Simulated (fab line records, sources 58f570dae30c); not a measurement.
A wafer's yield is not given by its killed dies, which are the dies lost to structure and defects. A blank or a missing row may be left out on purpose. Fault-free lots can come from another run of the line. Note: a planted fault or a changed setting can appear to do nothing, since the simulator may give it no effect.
Struck lot and sound lot, side by side :: flow berkeley-cmos170 :: 14 out of 331 route steps
Sound: wafers L177.4, L177.5, L177.6. Struck: wafers L184.4, L184.5, L184.6. At the end, the cause is stated.
Each step with rows lists, per side, the tool, then ch with its chambers, then its first start. Under that, the readings that differ: sound wafers :: struck wafers :: difference of the means :: sigmas: that difference in standard deviations of wafers without a fault.
alike: readings with means less than 2 such deviations apart, plus words and numbers identical on both sides. not compared: withheld readings, readings lacking a value on some wafer, bounds such as >300 that could conceal the same value, and numbers that have no deviation in the record and whose values overlap.
Wherever a step has rows on one side only, a row that says differs or no value, or a row with sigmas, the two part there. Non-overlapping numbers with no deviation appear without sigmas and do not part them. Lack of a reading on every wafer of one side parts them only where that side has two or more wafers.

first, 2 steps without rows for these wafers: UCB170_GATE_PEB_10; UCB170_GATE_DEVELOP_11 (develop time 45 s).
UCB170_GATE_CD_MEAS_12 targets a cd of 350 nm.
  sound on cd-sem-01, day 7 12:34; struck on cd-sem-01, day 8 17:32
  alike: cd-nm
UCB170_GATE_OVL_MEAS_13:
  sound on overlay-02, day 7 12:39; struck on overlay-01, day 8 17:37
  alike: GATE_OVL
UCB170_GATE_ETCH_14: etches BARC in N2/H2.
  sound on rie-diel-02 ch 1,2, day 7 12:40; struck on rie-diel-02 ch 1,2,3, day 8 17:38
  alike: drypump-motor-current-A, oes-product-au, throttle-valve-pct
UCB170_GATE_ETCH_15: etches poly-Si in HBr/Cl2, stops on SiO2, time 56.3 s, target depth 278.2 nm.
  sound on rie-si-02 ch 1,2, day 7 12:43; struck on rie-si-02 ch 0,2,3, day 8 17:40
  alike: drypump-motor-current-A, oes-product-au, throttle-valve-pct
  not compared: rf-hours-counter-h
UCB170_GATE_STRIP_16: strips in O2.
  sound on plasma-asher-04 ch 0,1, day 7 12:47; struck on plasma-asher-01 ch 0,1, day 8 17:45
  alike: drypump-motor-current-A, oes-product-au
  not compared: rf-hours-counter-h
UCB170_GATE_CD_MEAS_90 targets a cd of 350 nm.
  sound on cd-sem-02, day 7 12:58; struck on cd-sem-02, day 8 17:53
  alike: cd-nm
then, 4 steps without rows for these wafers: UCB170_GATE_CLEAN_17 (cleans in SPM, time 600 s); UCB170_PLDD_HMDS_00 (prime time 60 s); UCB170_PLDD_COAT_01 (resist thk 900 nm); UCB170_PLDD_SOFTBAKE_02 (time 60 s).
UCB170_PLDD_EXPOSE_03: exposes mask PSELECT, target cd 1200 nm.
  struck on krf-scanner-01, day 8 18:50; sound on krf-scanner-02 ch 0, day 7 14:22
  no value came back on the struck wafers for exposure-dose-mJ-cm2, focus-offset-nm (nm); on the sound wafers exposure-dose-mJ-cm2 reads 30.02 30.06 30.05
  alike: mask
after that, 1 step had no rows for these wafers: UCB170_PLDD_PEB_04.

## WHERE THEY PART
Only at UCB170_PLDD_EXPOSE_03, within this record.

WHY: what the simulator had put in
Whole step skipped at UCB170_PLDD_EXPOSE_03 on krf-scanner-01, starting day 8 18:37. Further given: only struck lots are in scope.
